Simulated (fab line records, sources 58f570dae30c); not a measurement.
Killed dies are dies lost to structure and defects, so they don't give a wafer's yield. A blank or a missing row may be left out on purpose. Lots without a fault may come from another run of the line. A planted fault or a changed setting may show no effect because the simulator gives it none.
Which tool did it? | flow berkeley_cmos170 | 7 lots, 21 wafers sampled, at 2 steps of a route of 331

WHAT THE GAUGES READ, wafer by wafer
UCB170_NVT_TW_MEAS_09.
lot  | measured     | on            | NVT_TW
L640 | day 7 08:24  | film_metro-01 | 524 525 525
L644 | day 8 01:39  | film_metro-03 | 520 523 522
L647 | day 8 18:45  | film_metro-01 | 526 530 531
L648 | day 9 04:43  | film_metro-01 | 528 531 530
L651 | day 9 19:31  | film_metro-03 | 522 520 525
L655 | day 10 15:15 | film_metro-04 | 617 617 617
L659 | day 11 14:21 | film_metro-01 | 529 530 529

WHICH TOOL RAN EACH LOT (tool, then ch and the chambers of the sampled wafers, then the start)
lot  | UCB170_NVT_IMPLANT_07
L640 | implanter-01 ch 0, day 7 08:09
L644 | implanter-01 ch 0, day 8 01:26
L647 | implanter-01 ch 0, day 8 18:30
L648 | implanter-01 ch 0, day 9 04:31
L651 | implanter-04 ch 0, day 9 19:16
L655 | implanter-04 ch 0, day 10 15:00
L659 | implanter-02 ch 0, day 11 14:08
- UCB170_NVT_IMPLANT_07

THE ANSWER, worked out from the rows above alone
Rule: what is usual is taken from the lots themselves. Put in order of their means at a reading, lots are off if they are a third of the lots or fewer, leave a main group of 4 or more, and stand apart from it by a gap of 3 or more times the standard deviation of the main group's means; of several such gaps the widest counts. A main group whose means are all the same, to the digits that the tables above print for the reading, isn't used. A lot without any number at a reading at which 4 lots or more have one is off too. The other lots that the step has rows for count as sound.
Off: L655, at UCB170_NVT_TW_MEAS_09 (NVT_TW). The main group: mean 526, standard deviation 3.4.
A tool fits if, at a process step before that reading, it ran every lot that is off, and no sound lot after the first of them. The gauges at UCB170_NVT_TW_MEAS_09 are tried like those tools. Can't be told from this: 2 tools fit, implanter-04 at UCB170_NVT_IMPLANT_07, film_metro-04 at UCB170_NVT_TW_MEAS_09.

WHAT THE SIMULATOR HAD PUT IN
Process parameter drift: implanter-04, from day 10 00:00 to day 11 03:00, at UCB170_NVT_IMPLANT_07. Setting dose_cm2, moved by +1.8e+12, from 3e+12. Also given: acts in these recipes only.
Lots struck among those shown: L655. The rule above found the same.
